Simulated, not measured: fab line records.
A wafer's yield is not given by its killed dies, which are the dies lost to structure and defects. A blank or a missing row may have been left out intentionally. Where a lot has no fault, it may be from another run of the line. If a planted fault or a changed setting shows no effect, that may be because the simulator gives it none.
8D (eight disciplines) problem report, filled in by code -- flow berkeley_cmos170 -- the parts of the form that need people (team, actions taken, sign-off) are left out

== 1. WHAT IS WRONG ==
ACTIVE_NITRIDE_THK at UCB170_ACTIVE_THK_MEAS_06 reads a mean of 176.8 nm on 12 wafers of 4 lots; wafers without a fault read 219.5 nm with a standard deviation of 1.9. That puts it -22 standard deviations away from the usual mean.
First seen on wafer L190.1, day 5 22:31, on film_metro-01. At this step, 48 wafers from 16 lots have a number in the record. Rule for "out", or "out of limits": more than 4 standard deviations from the usual mean. The rest of the wafers with a number are treated as sound.

== 2. WHAT IT IS, WHAT IT ISN'T ==
question,is,is not
which readings at this step,ACTIVE_NITRIDE_THK,-
which lots,"L190, L192, L193, L194","L186, L187, L188, L189, L200, L201, L202, L204, L205, L207, L208, L209"
which wafers of those lots,all that have a number,-
read on which gauges,"film_metro-01, film_metro-03",film_metro-02
when,from day 5 22:31,"up to then (12 sound wafers); but 24 sound wafers of L200, L201, L202, L204, L205, L207, L208, L209 came after"

== 3. WHAT RULES OUT EACH SUSPECT ==
Counting: a tool at a process step up to the reading stays a suspect if it ran every lot that is out and no sound lot after the first of them.
- the gauge at UCB170_ACTIVE_THK_MEAS_06: ruled out. The wafers that are out were read on 2 gauges (film_metro-01, film_metro-03).
- lpcvd-02 at UCB170_ACTIVE_CVD_05 (deposits Si3N4 from SiH2Cl2/NH3, target thk 220 nm, time 3300 s): ruled out as a lasting fault. After its first lot that is out, L190 (day 5 20:36), sound lots L200, L201, L202, L204, L205 ran on it.
Left after counting: nothing in the record.

== 4. THE CAUSE (what the simulator had put in) ==
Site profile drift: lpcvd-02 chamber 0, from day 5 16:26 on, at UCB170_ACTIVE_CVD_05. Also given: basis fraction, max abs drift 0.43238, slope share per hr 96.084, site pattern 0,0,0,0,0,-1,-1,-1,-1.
The count ruled it out by mistake, since the rule takes a fault to strike every lot its tool runs from the start of the fault on, and this one did not do so.

== 5. THE EFFECT CHAIN, in route order ==
Rows list readings where the struck wafers' mean (over those with a number) sits beyond 3 standard deviations from the usual. Scope: only readings with a usual standard deviation given in the record; hours: median across lots of the time from each lot's start at the first step in this table that gives one to its start at this step; sigmas: change in usual standard deviations.
hours,step,reading,usual,on struck wafers,change,sigmas
0,UCB170_ACTIVE_THK_MEAS_06,ACTIVE_NITRIDE_THK,219.5 nm,176.8,-42.7,-22
1,UCB170_ACTIVE_ETCH_15,oes_product_au,0.938 a.u.,0.834,-0.104,-7.4
It contains these process steps:
- UCB170_ACTIVE_ETCH_15: etches Si3N4 in CH3F/Ar/O2, stops on SiO2, target depth 242 nm, time 151 s.

== 6. HOW IT WOULD HAVE BEEN CAUGHT EARLIER ==
6 hours passed between the start of the fault at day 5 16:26 and the first reading out of limits at a measuring or inspecting step in this record, taken at day 5 22:31.
An alarm limit of 4 standard deviations would not have fired on the tool readings at UCB170_ACTIVE_CVD_05 for which the record gives a usual standard deviation, since none of them was out on any struck wafer.
